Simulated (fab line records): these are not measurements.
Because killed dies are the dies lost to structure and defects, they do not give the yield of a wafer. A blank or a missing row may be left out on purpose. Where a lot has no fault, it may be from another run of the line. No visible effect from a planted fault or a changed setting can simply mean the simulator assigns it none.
Chamber matching ; flow berkeley_cmos170 ; 3 sister chambers for UCB170_ACTIVE_CLEAN_17 on wet_bench-02
The step cleans in SPM, time 600 s. 15 wafers are shown with their chamber, then 5 later ones without.

== WAFERS, EACH WITH ITS CHAMBER ==
wafer;chamber;temp_c (C)
L478.1;3;119.94
L478.4;3;119.86
L478.5;3;120.23
L483.3;1;119.88
L483.5;1;119.91
L483.6;1;120.04
L482.2;0;120.18
L482.4;0;120.19
L482.5;0;119.96
L484.2;1;119.57
L484.3;1;119.80
L484.4;1;119.83
L485.1;1;120.09
L485.2;1;120.07
L485.6;1;119.75

SIGNATURES, as means of the wafers listed above
reading;chamber 0;chamber 1;chamber 3;scatter within a chamber
temp_c;120.1100;119.8822;120.0100;0.168
Rule: for a wafer and a chamber, the distance is found by dividing, reading by reading, the gap between the wafer's reading and the chamber's mean by the reading's scatter, squaring, summing and taking the root. The wafer belongs to the nearest chamber; if the next one is less than 2 further off, it can't be placed. The scatter: the root of (the sum of the squares of (reading less its chamber's mean) over the shown wafers, divided by (wafers less chambers)).

== WAFERS WITH NO CHAMBER GIVEN ==
wafer;temp_c (C)
L490.3;120.10
L490.4;120.04
L490.5;119.97
L491.1;119.88
L491.3;119.79

== WHICH CHAMBER EACH WENT THROUGH ==
wafer;from the rows above;in truth
L490.3;can't be placed: 0 or 3 or 1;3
L490.4;can't be placed: 3 or 0 or 1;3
L490.5;can't be placed: 3 or 1 or 0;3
L491.1;can't be placed: 1 or 3 or 0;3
L491.3;can't be placed: 1 or 3 or 0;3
Correct placement for 0 of the 5. Cannot be placed on the basis of these rows: 5; the candidates contain the true chamber in 5. Placed wrongly: 0.
